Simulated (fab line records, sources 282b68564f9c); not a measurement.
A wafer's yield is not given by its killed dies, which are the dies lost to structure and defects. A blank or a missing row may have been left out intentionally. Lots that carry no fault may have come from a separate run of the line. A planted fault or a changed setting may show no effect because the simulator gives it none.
Which of the tools did it? :: flow ritCmos :: 39 wafers from 13 lots sampled at 4 of the route's 202 steps

== WHAT THE GAUGES SHOWED, per wafer ==
RIT_NWELL_OVL_MEAS_06. Usual: NWELL_OVL gives 0.1 nm (standard deviation 1.3).
lot: L883
measured: day 1 21:16
on: overlay-02
NWELL_OVL (nm): 0.6 1.0 -0.5
flag: 

lot: L884
measured: day 2 01:23
on: overlay-01
NWELL_OVL (nm): 1.0 1.5 2.6
flag: 

lot: L889
measured: day 3 03:29
on: overlay-01
NWELL_OVL (nm): - - -
flag: OFF

lot: L897
measured: day 4 20:51
on: overlay-02
NWELL_OVL (nm): -1.8 -0.4 -1.0
flag: 

lot: L898
measured: day 5 01:09
on: overlay-02
NWELL_OVL (nm): -0.3 -1.4 -1.8
flag: 

lot: L899
measured: day 5 06:35
on: overlay-01
NWELL_OVL (nm): 0.4 3.5 0.7
flag: 

lot: L900
measured: day 5 12:10
on: overlay-01
NWELL_OVL (nm): -1.0 -0.9 -0.8
flag: 

lot: L901
measured: day 5 20:02
on: overlay-02
NWELL_OVL (nm): 3.3 -0.2 2.1
flag: 

lot: L902
measured: day 5 23:20
on: overlay-02
NWELL_OVL (nm): -1.1 -0.9 -0.8
flag: 

lot: L903
measured: day 6 02:02
on: overlay-01
NWELL_OVL (nm): -3.3 -1.2 -2.0
flag: 

lot: L904
measured: day 6 12:02
on: overlay-02
NWELL_OVL (nm): 1.6 2.2 0.3
flag: 

lot: L905
measured: day 6 15:28
on: overlay-01
NWELL_OVL (nm): 0.3 0.6 -1.1
flag: 

lot: L906
measured: day 7 00:25
on: overlay-01
NWELL_OVL (nm): 0.6 -1.4 -1.3
flag: 

RIT_NWELL_TW_MEAS_10. Usual: NWELL_TW gives 2133 (standard deviation 22).
lot: L883
measured: day 1 21:52
on: filmMetro-04
NWELL_TW: 2145 2148 2159
flag: 

lot: L884
measured: day 2 02:00
on: filmMetro-01
NWELL_TW: 2154 2170 2162
flag: 

lot: L889
measured: day 3 04:12
on: filmMetro-03
NWELL_TW: 30 30 30
flag: OFF

lot: L897
measured: day 4 21:28
on: filmMetro-03
NWELL_TW: 2110 2113 2103
flag: 

lot: L898
measured: day 5 01:46
on: filmMetro-04
NWELL_TW: 2162 2144 2133
flag: 

lot: L899
measured: day 5 07:11
on: filmMetro-04
NWELL_TW: 2137 2150 2139
flag: 

lot: L900
measured: day 5 12:47
on: filmMetro-04
NWELL_TW: 2147 2155 2134
flag: 

lot: L901
measured: day 5 20:39
on: filmMetro-04
NWELL_TW: 2138 2153 2140
flag: 

lot: L902
measured: day 5 23:57
on: filmMetro-04
NWELL_TW: 2137 2145 2139
flag: 

lot: L903
measured: day 6 02:39
on: filmMetro-01
NWELL_TW: 2155 2152 2140
flag: 

lot: L904
measured: day 6 12:39
on: filmMetro-04
NWELL_TW: 2149 2162 2157
flag: 

lot: L905
measured: day 6 16:11
on: filmMetro-03
NWELL_TW: 2096 2092 2085
flag: 

lot: L906
measured: day 7 01:02
on: filmMetro-03
NWELL_TW: 2098 2102 2105
flag: 

RIT_PWELL_TW_MEAS_10. Usual: PWELL_TW gives 943 (standard deviation 11).
lot: L883
measured: day 1 23:46
on: filmMetro-03
PWELL_TW: 932 935 933
flag: 

lot: L884
measured: day 2 03:41
on: filmMetro-03
PWELL_TW: 933 930 934
flag: 

lot: L889
measured: day 3 06:05
on: filmMetro-03
PWELL_TW: 2156 2159 2154
flag: OFF

lot: L897
measured: day 4 23:01
on: filmMetro-03
PWELL_TW: 935 931 942
flag: 

lot: L898
measured: day 5 03:19
on: filmMetro-03
PWELL_TW: 936 937 931
flag: 

lot: L899
measured: day 5 09:03
on: filmMetro-03
PWELL_TW: 934 930 933
flag: 

lot: L900
measured: day 5 14:25
on: filmMetro-03
PWELL_TW: 936 931 939
flag: 

lot: L901
measured: day 5 22:20
on: filmMetro-04
PWELL_TW: 951 949 954
flag: 

lot: L902
measured: day 6 01:38
on: filmMetro-03
PWELL_TW: 937 929 926
flag: 

lot: L903
measured: day 6 04:19
on: filmMetro-01
PWELL_TW: 955 956 956
flag: 

lot: L904
measured: day 6 14:22
on: filmMetro-01
PWELL_TW: 958 961 949
flag: 

lot: L905
measured: day 6 17:44
on: filmMetro-01
PWELL_TW: 947 948 951
flag: 

lot: L906
measured: day 7 02:35
on: filmMetro-01
PWELL_TW: 955 957 953
flag: 

== WHICH TOOL RAN EACH LOT (tool, then ch and the chambers of the sampled wafers, then the start) ==
lot: L883
RIT_NWELL_EXPOSE_03: ilineStepper-01 ch 0, day 1 20:50

lot: L884
RIT_NWELL_EXPOSE_03: ilineStepper-02 ch 0, day 2 00:58

lot: L889
RIT_NWELL_EXPOSE_03: ilineStepper-02 ch 0, day 3 03:04

lot: L897
RIT_NWELL_EXPOSE_03: ilineStepper-01 ch 0, day 4 20:25

lot: L898
RIT_NWELL_EXPOSE_03: ilineStepper-02 ch 0, day 5 00:43

lot: L899
RIT_NWELL_EXPOSE_03: ilineStepper-02 ch 0, day 5 06:06

lot: L900
RIT_NWELL_EXPOSE_03: ilineStepper-01 ch 0, day 5 11:46

lot: L901
RIT_NWELL_EXPOSE_03: ilineStepper-01 ch 0, day 5 19:37

lot: L902
RIT_NWELL_EXPOSE_03: ilineStepper-02 ch 0, day 5 22:55

lot: L903
RIT_NWELL_EXPOSE_03: ilineStepper-02 ch 0, day 6 01:37

lot: L904
RIT_NWELL_EXPOSE_03: ilineStepper-01 ch 0, day 6 11:34

lot: L905
RIT_NWELL_EXPOSE_03: ilineStepper-01 ch 0, day 6 15:02

lot: L906
RIT_NWELL_EXPOSE_03: ilineStepper-02 ch 0, day 6 23:59
- RIT_NWELL_EXPOSE_03: exposes mask M2, target cd 43900 nm.

== WHAT THE TOOLS THEMSELVES READ (means of the sampled wafers that have a number; where no wafer has one, the mark that the record gives instead) ==
The record holds no such reading with a usual standard deviation.

== THE ANSWER, worked out from the rows above alone ==
Rule: a lot is off if the mean of its wafers that have a number lies more than 3 standard deviations from the usual mean. A lot without any number at a reading at which 4 lots or more have one is off too. Where the step has rows for the other lots, those lots are counted as sound. After the gauges, taken in route order, come the tools' own readings; for these a lot's mean is taken, as printed above. At the first step where some lot is off, the reading lying furthest off is the one used; lots without a number count as furthest.
Off: L889, at RIT_NWELL_OVL_MEAS_06 (NWELL_OVL). Without a number there: L889.
A tool fits if, at a process step before that reading, it ran every lot that is off, and no sound lot after the first of them. The gauges at RIT_NWELL_OVL_MEAS_06 aren't tried: what is off there is off at RIT_NWELL_TW_MEAS_10 too, on other tools, and a gauge's error can't cause that. Not one of the candidates tried fits.

== WHAT THE SIMULATOR HAD PUT IN ==
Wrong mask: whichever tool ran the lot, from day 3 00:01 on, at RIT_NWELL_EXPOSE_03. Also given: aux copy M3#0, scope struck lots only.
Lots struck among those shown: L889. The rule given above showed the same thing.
